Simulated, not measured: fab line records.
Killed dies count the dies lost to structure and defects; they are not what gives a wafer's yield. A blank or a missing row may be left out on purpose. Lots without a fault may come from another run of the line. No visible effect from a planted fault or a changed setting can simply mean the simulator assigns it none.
A lot that was struck, set against a sound lot :: flow berkeley-cmos170 :: 32 steps out of a route of 331
Sound: the wafers L720.1, L720.4, L720.5. The struck wafers were L713.1, L713.3, L713.5. At the end, the cause is stated.
Order at every step that has rows: each side's tool, ch and its chambers, its first start. Under that, the readings that differ: sound wafers :: struck wafers :: difference of the means :: sigmas: that difference in standard deviations of wafers without a fault.
alike: readings with means less than 2 such deviations apart, plus words and numbers identical on both sides. not compared: withheld readings, readings lacking a value on some wafer, bounds such as >300 that could conceal the same value, and numbers that have no deviation in the record and whose values overlap.
The two part at a step that has a row with sigmas, a row that says differs or no value, or rows on one side only. Numbers that have no deviation but don't overlap get no sigmas and don't part them. A reading missing from all wafers of one side parts the sides only when that side holds two or more wafers.

first, 6 steps without rows for these wafers: UCB170_V2_HMDS_06 (prime time 60 s); UCB170_V2_COAT_07 (resist thk 900 nm); UCB170_V2_SOFTBAKE_08 (time 60 s); UCB170_V2_EXPOSE_09 (exposes mask VIA2, target cd 700 nm); UCB170_V2_PEB_10; UCB170_V2_DEVELOP_11 (develop time 45 s).
UCB170_V2_CD_MEAS_12: the cd target is 700 nm.
  sound: cd-sem-01 at day 11 04:03; struck: cd-sem-01 at day 9 22:04
  alike: cd-nm
UCB170_V2_OVL_MEAS_13:
  sound: overlay-01 at day 11 04:10; struck: overlay-01 at day 9 22:11
  alike: V2_OVL
UCB170_V2_ETCH_14: etches SiO2 in CHF3/CF4/Ar, stops on Al, target depth 1250 nm, time 291 s.
  sound on rie-diel-02 ch 0,2,3, day 11 04:13; struck on rie-diel-01 ch 1,2,3, day 9 22:14
  alike: drypump-motor-current-A, oes-product-au, throttle-valve-pct
  not compared: rf-hours-counter-h
UCB170_V2_STRIP_15: strips in O2.
  sound on plasma-asher-03 ch 0, day 11 04:23; struck on plasma-asher-03 ch 0,1, day 9 22:25
  alike: drypump-motor-current-A, oes-product-au, strip-time-to-endpoint-s
  not compared: rf-hours-counter-h
UCB170_V2_CD_MEAS_90: the cd target is 700 nm.
  sound: cd-sem-01 at day 11 04:29; struck: cd-sem-01 at day 9 22:33
  alike: cd-nm
then, 1 step without rows for these wafers: UCB170_M3_PRE_CLEAN_00 (preclean etch time 60 s).
UCB170_M3_SPUTTER_01: material Al, target thk 900 nm, time 120 s.
  sound: pvd-sputter-01 at day 11 04:40; struck: pvd-sputter-02 at day 9 22:44
reading: cathode-dc-power-W (W)
sound: 6001.3 6001.3 6000.4
struck: 6135.9 6137.6 6137.4
difference: +136.0
sigmas: +99 or more

reading: model.Al_of_M3_SPUTTER_01.thk-nm (nm)
sound: 891.1 890.8 885.2
struck: 915.9 923.1 921.1
difference: +31.0
sigmas: 
  alike: throttle-valve-pct
UCB170_M3_RS_MEAS_02: the measuring method here is four-point-probe.
  sound: film-metro-01 at day 11 04:46; struck: film-metro-01 at day 9 22:49
reading: M3_AL_RS (ohm/sq)
sound: 0.0325 0.0325 0.0327
struck: 0.0316 0.0313 0.0314
difference: -0.0011
sigmas: -3
UCB170_M3_THK_MEAS_03: measures by xrf.
  sound: film-metro-01 at day 11 04:53; struck: film-metro-01 at day 9 22:56
reading: M3_AL_THK (nm)
sound: 892 895 885
struck: 918 924 924
difference: +31
sigmas: +3
then, 3 steps without rows for these wafers: UCB170_M3_HMDS_04 (prime time 60 s); UCB170_M3_COAT_05 (resist thk 900 nm); UCB170_M3_SOFTBAKE_06 (time 60 s).
UCB170_M3_STRIP_07: strips in O2.
  sound on plasma-asher-01 ch 1, day 11 05:30; struck on plasma-asher-01 ch 0,1, day 9 23:27
  alike: drypump-motor-current-A, oes-product-au, strip-time-to-endpoint-s
  not compared: rf-hours-counter-h
then, 7 steps without rows for these wafers: UCB170_M3_STRIP_08 (strips KrF in DMSO, time 600 s); UCB170_M3_COAT_09; UCB170_M3_COAT_10 (resist thk 900 nm); UCB170_M3_SOFTBAKE_11 (time 60 s); UCB170_M3_EXPOSE_12 (exposes mask METAL3, target cd 700 nm); UCB170_M3_PEB_13; UCB170_M3_DEVELOP_14 (develop time 45 s).
UCB170_M3_CD_MEAS_15: the cd target is 700 nm.
  sound: cd-sem-02 at day 11 07:01; struck: cd-sem-01 at day 10 01:07
  alike: cd-nm
UCB170_M3_OVL_MEAS_16:
  sound: overlay-02 at day 11 07:08; struck: overlay-01 at day 10 01:14
  alike: M3_OVL
UCB170_M3_ETCH_17: etches BARC in N2/H2.
  sound on rie-diel-01 ch 0,1,3, day 11 07:11; struck on rie-diel-02 ch 0,2,3, day 10 01:16
  alike: drypump-motor-current-A, oes-product-au, throttle-valve-pct
UCB170_M3_METAL_ETCH_18: etches Al in Cl2/BCl3, stops on SiO2, target depth 1170 nm, time 195 s.
  sound on rie-metal-04 ch 0,1, day 11 07:13; struck on rie-metal-01 ch 1, day 10 01:19
reading: oes-product-au (a.u.)
sound: 0.825 0.841 0.823
struck: 0.850 0.860 0.856
difference: +0.026
sigmas: +2

reading: model.M3.feature-depth-nm (nm)
sound: 948.3 946.1 942.4
struck: 971.7 979.3 977.1
difference: +30.4
sigmas: 

reading: model.etch.depth-nm (nm)
sound: 891.1 890.8 885.2
struck: 915.9 923.1 921.1
difference: +31.0
sigmas: 
  alike: drypump-motor-current-A, throttle-valve-pct
  not compared: rf-hours-counter-h
UCB170_M3_STRIP_19: strips in O2.
  sound on plasma-asher-02 ch 0, day 11 07:25; struck on plasma-asher-01 ch 0,1, day 10 01:41
  alike: drypump-motor-current-A, oes-product-au
  not compared: rf-hours-counter-h
UCB170_M3_PROBE_99:
  rows exist in the record for the struck wafers here (prober-01, day 10 02:02), but not for the sound ones

WHERE THEY PART
Last at UCB170_M3_PROBE_99 as far as this record goes, first at UCB170_M3_SPUTTER_01.

WHY: what the simulator had put in
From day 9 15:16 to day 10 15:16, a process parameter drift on pvd-sputter-02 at UCB170_M3_SPUTTER_01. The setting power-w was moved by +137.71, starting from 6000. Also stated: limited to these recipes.
